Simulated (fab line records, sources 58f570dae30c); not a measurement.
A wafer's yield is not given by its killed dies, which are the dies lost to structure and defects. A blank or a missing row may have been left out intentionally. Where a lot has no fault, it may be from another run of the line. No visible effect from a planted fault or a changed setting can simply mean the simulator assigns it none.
Matching of chambers ; flow berkeley cmos170 ; 4 sister chambers for UCB170_M3_ETCH_17 on rie diel-01
The step etches BARC in N2/H2. 16 wafers are shown with their chamber, then 8 later ones without.

EACH WAFER AND ITS CHAMBER
wafer;chamber;throttle valve pct (%);oes product au (a.u.);h2 flow sccm (sccm)
L527.1;2;13.38;0.991;200.3
L527.2;3;13.58;1.002;199.8
L527.3;0;13.09;1.009;199.3
L530.3;3;13.59;0.994;199.7
L530.4;2;13.37;1.003;199.6
L530.6;1;13.00;0.960;198.5
L533.4;3;13.58;1.012;200.1
L533.5;1;13.01;0.956;199.7
L533.6;0;13.09;1.020;199.4
L534.2;1;13.00;0.954;199.5
L534.3;0;13.09;1.014;199.1
L534.4;3;13.58;1.006;200.1
L541.2;0;13.09;1.011;200.6
L541.5;2;13.37;1.005;198.9
L541.6;1;13.01;0.952;200.7
L546.1;2;13.34;1.009;199.4

SIGNATURES (means of the wafers above)
reading;chamber 0;chamber 1;chamber 2;chamber 3;scatter within a chamber
throttle valve pct;13.0900;13.0050;13.3650;13.5825;0.00946
oes product au;1.01350;0.95550;1.00200;1.00350;0.00616
h2 flow sccm;199.600;199.600;199.550;199.925;0.643
Rule: a wafer's distance from a chamber is the root of the sum, over the readings, of the square of ((its reading less the chamber's mean) divided by the reading's scatter). The wafer belongs to the nearest chamber; if the next one is less than 2 further off, it can't be placed. How the scatter is found: for the shown wafers, subtract from each reading the mean of its chamber, square and add these, divide the total by (wafers less chambers), then take the root.

WAFERS MISSING THEIR CHAMBER
wafer;throttle valve pct (%);oes product au (a.u.);h2 flow sccm (sccm)
L546.2;12.99;0.974;199.5
L546.5;13.36;1.005;199.5
L547.1;13.62;0.978;199.5
L547.3;13.09;1.019;199.5
L547.5;13.62;0.977;199.7
L545.1;12.98;0.960;201.2
L545.3;13.62;0.964;200.4
L545.4;13.10;1.022;199.4

WHICH CHAMBER EACH ONE RAN IN
wafer;from the rows above;in truth
L546.2;1;1
L546.5;2;2
L547.1;3;3
L547.3;0;0
L547.5;3;3
L545.1;1;1
L545.3;3;3
L545.4;0;0
Correctly placed: 8 of 8. Left unplaced by these rows: 0. Placed wrongly: 0.
